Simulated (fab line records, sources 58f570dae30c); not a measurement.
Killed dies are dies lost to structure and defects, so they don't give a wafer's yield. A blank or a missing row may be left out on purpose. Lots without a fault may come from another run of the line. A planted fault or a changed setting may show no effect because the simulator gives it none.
Which tool did it? | flow berkeley_cmos170 | 15 lots, 45 wafers sampled, at 4 steps of a route of 331

WHAT THE GAUGES READ, wafer by wafer
UCB170_GATE_OVL_MEAS_13.
lot  | measured     | on         | GATE_OVL (nm)
L463 | day 7 12:47  | overlay-02 | -5 -7 3
L465 | day 7 13:14  | overlay-02 | -7 -4 -9
L462 | day 7 13:22  | overlay-01 | -7 2 -4
L468 | day 8 12:21  | overlay-02 | -2 -5 -5
L469 | day 8 12:28  | overlay-01 | -10 -12 -5
L466 | day 8 12:43  | overlay-02 | 1 1 1
L472 | day 8 22:16  | overlay-01 | -8 -14 -11
L471 | day 8 22:32  | overlay-02 | -10 0 -5
L470 | day 8 22:43  | overlay-01 | 5 -1 8
L478 | day 10 14:55 | overlay-01 | -10 -2 -5
L480 | day 11 06:25 | overlay-01 | 6 7 5
L479 | day 11 06:55 | overlay-02 | 3 -5 -2
L483 | day 11 15:00 | overlay-02 | -8 -7 0
L482 | day 11 15:15 | overlay-01 | -7 0 -3
L481 | day 11 15:22 | overlay-02 | 18 11 13

UCB170_NSD_TW_MEAS_10.
lot  | measured     | on            | NSD_TW
L463 | day 8 06:41  | film_metro-03 | 4268 4257 4248
L465 | day 8 07:07  | film_metro-01 | 4290 4267 4256
L462 | day 8 07:32  | film_metro-03 | 4228 4237 4253
L468 | day 9 07:03  | film_metro-03 | 4244 4235 4231
L469 | day 9 07:31  | film_metro-03 | 4223 4253 4243
L466 | day 9 07:47  | film_metro-03 | 4236 4251 4235
L472 | day 9 15:28  | film_metro-01 | 30 30 30
L471 | day 9 15:41  | film_metro-04 | 30 30 30
L470 | day 9 15:50  | film_metro-01 | 30 30 30
L478 | day 11 05:38 | film_metro-01 | 4246 4230 4237
L480 | day 11 20:28 | film_metro-03 | 4258 4225 4240
L479 | day 11 20:38 | film_metro-01 | 4220 4222 4213
L483 | day 12 06:02 | film_metro-03 | 4252 4244 4263
L482 | day 12 06:29 | film_metro-03 | 4234 4272 4271
L481 | day 12 06:22 | film_metro-01 | 4255 4240 4255

WHICH TOOL RAN EACH LOT (tool, then ch and the chambers of the sampled wafers, then the start)
lot  | UCB170_PSD_STRIP_09                  | UCB170_NSD_STRIP_09
L463 | plasma_asher-01 ch 0,1, day 8 01:58  | plasma_asher-04 ch 0,1, day 8 06:37
L465 | plasma_asher-01 ch 0,1, day 8 02:40  | plasma_asher-03 ch 0,1, day 8 07:01
L462 | plasma_asher-01 ch 0,1, day 8 02:53  | plasma_asher-04 ch 0,1, day 8 07:25
L468 | plasma_asher-02 ch 0,1, day 9 03:19  | plasma_asher-02 ch 0,1, day 9 06:56
L469 | plasma_asher-04 ch 0,1, day 9 03:04  | plasma_asher-02 ch 0,1, day 9 07:25
L466 | plasma_asher-01 ch 0,1, day 9 03:35  | plasma_asher-03 ch 0,1, day 9 07:42
L472 | plasma_asher-04 ch 0,1, day 9 12:16  | plasma_asher-04 ch 0,1, day 9 15:22
L471 | plasma_asher-02 ch 0, day 9 12:47    | plasma_asher-02 ch 0,1, day 9 15:35
L470 | plasma_asher-01 ch 0,1, day 9 12:41  | plasma_asher-03 ch 0,1, day 9 15:44
L478 | plasma_asher-02 ch 0,1, day 11 04:01 | plasma_asher-02 ch 0,1, day 11 05:32
L480 | plasma_asher-02 ch 0, day 11 18:17   | plasma_asher-04 ch 0,1, day 11 20:22
L479 | plasma_asher-04 ch 0,1, day 11 18:35 | plasma_asher-02 ch 0,1, day 11 20:32
L483 | plasma_asher-01 ch 0,1, day 12 04:05 | plasma_asher-03 ch 0,1, day 12 05:56
L482 | plasma_asher-02 ch 0,1, day 12 04:24 | plasma_asher-02 ch 0,1, day 12 06:25
L481 | plasma_asher-04 ch 0,1, day 12 04:15 | plasma_asher-03 ch 0,1, day 12 06:17
- UCB170_PSD_STRIP_09: strips in O2.
- UCB170_NSD_STRIP_09: strips in O2.

WHAT THE TOOLS THEMSELVES READ (means of the sampled wafers that have a number; where no wafer has one, the mark that the record gives instead)
UCB170_PSD_STRIP_09.
lot  | tool            | chamber_pressure_mTorr (mTorr) | drypump_motor_current_A (A) | o2_flow_sccm (sccm) | oes_product_au (a.u.) | strip_time_to_endpoint_s (s)
L463 | plasma_asher-01 | 3501                           | 5.8                         | 398.7               | 0.600                 | 29.55
L465 | plasma_asher-01 | 3496                           | 5.8                         | 398.9               | 0.594                 | 29.61
L462 | plasma_asher-01 | 3500                           | 5.8                         | 399.6               | 0.597                 | 29.51
L468 | plasma_asher-02 | 3500                           | 6.0                         | 398.4               | 0.603                 | 29.64
L469 | plasma_asher-04 | 3502                           | 5.6                         | 401.1               | 0.592                 | 29.56
L466 | plasma_asher-01 | 3499                           | 5.8                         | 400.7               | 0.602                 | 29.65
L472 | plasma_asher-04 | -                              | -                           | -                   | -                     | -
L471 | plasma_asher-02 | -                              | -                           | -                   | -                     | -
L470 | plasma_asher-01 | -                              | -                           | -                   | -                     | -
L478 | plasma_asher-02 | 3501                           | 6.0                         | 400.3               | 0.595                 | 29.48
L480 | plasma_asher-02 | 3500                           | 4.8                         | 399.2               | 0.597                 | 29.54
L479 | plasma_asher-04 | 3501                           | 5.6                         | 400.6               | 0.597                 | 29.55
L483 | plasma_asher-01 | 3503                           | 5.8                         | 399.8               | 0.592                 | 29.56
L482 | plasma_asher-02 | 3503                           | 6.0                         | 400.0               | 0.597                 | 29.42
L481 | plasma_asher-04 | 3502                           | 5.6                         | 400.6               | 0.597                 | 29.46

UCB170_NSD_STRIP_09.
lot  | tool            | chamber_pressure_mTorr (mTorr) | drypump_motor_current_A (A) | o2_flow_sccm (sccm) | oes_product_au (a.u.) | strip_time_to_endpoint_s (s)
L463 | plasma_asher-04 | 3498                           | 5.6                         | 399.8               | 0.531                 | 35.73
L465 | plasma_asher-03 | 3499                           | 5.7                         | 399.0               | 0.537                 | 35.77
L462 | plasma_asher-04 | 3500                           | 5.6                         | 400.7               | 0.532                 | 35.78
L468 | plasma_asher-02 | 3502                           | 5.4                         | 401.1               | 0.533                 | 35.85
L469 | plasma_asher-02 | 3496                           | 6.0                         | 399.9               | 0.535                 | 35.88
L466 | plasma_asher-03 | 3499                           | 5.8                         | 400.3               | 0.532                 | 35.89
L472 | plasma_asher-04 | 3501                           | 5.6                         | 399.4               | 0.622                 | 62.12
L471 | plasma_asher-02 | 3500                           | 5.4                         | 400.2               | 0.620                 | 62.31
L470 | plasma_asher-03 | 3501                           | 5.7                         | 401.4               | 0.623                 | 61.96
L478 | plasma_asher-02 | 3501                           | 6.0                         | 401.4               | 0.532                 | 35.84
L480 | plasma_asher-04 | 3499                           | 5.6                         | 399.3               | 0.533                 | 35.96
L479 | plasma_asher-02 | 3502                           | 6.0                         | 399.3               | 0.532                 | 35.75
L483 | plasma_asher-03 | 3500                           | 5.7                         | 399.9               | 0.536                 | 35.89
L482 | plasma_asher-02 | 3499                           | 6.0                         | 400.4               | 0.533                 | 35.89
L481 | plasma_asher-03 | 3499                           | 5.8                         | 399.0               | 0.532                 | 35.93

THE ANSWER, worked out from the rows above alone
Rule: what is usual is taken from the lots themselves. Put in order of their means at a reading, lots are off if they are a third of the lots or fewer, leave a main group of 4 or more, and stand apart from it by a gap of 3 or more times the standard deviation of the main group's means; of several such gaps the widest counts. A main group whose means are all the same, to the digits that the tables above print for the reading, isn't used. A lot without any number at a reading at which 4 lots or more have one is off too. The other lots that the step has rows for count as sound. The gauges are gone through in route order, then the tools' own readings, and for those a lot's mean is taken as printed above. The first step at which some lot is off is used, and at that step the reading that is off furthest; a lot without a number counts as furthest.
Off: L472, L471, L470, at UCB170_NSD_TW_MEAS_10 (NSD_TW). The main group: mean 4245, standard deviation 13.
A tool fits if, at a process step before that reading, it ran every lot that is off, and no sound lot after the first of them. The gauges at UCB170_NSD_TW_MEAS_10 aren't tried: what is off there is off at UCB170_PSD_STRIP_09 too, on other tools, and a gauge's error can't cause that. None of those tried fits.

WHAT THE SIMULATOR HAD PUT IN
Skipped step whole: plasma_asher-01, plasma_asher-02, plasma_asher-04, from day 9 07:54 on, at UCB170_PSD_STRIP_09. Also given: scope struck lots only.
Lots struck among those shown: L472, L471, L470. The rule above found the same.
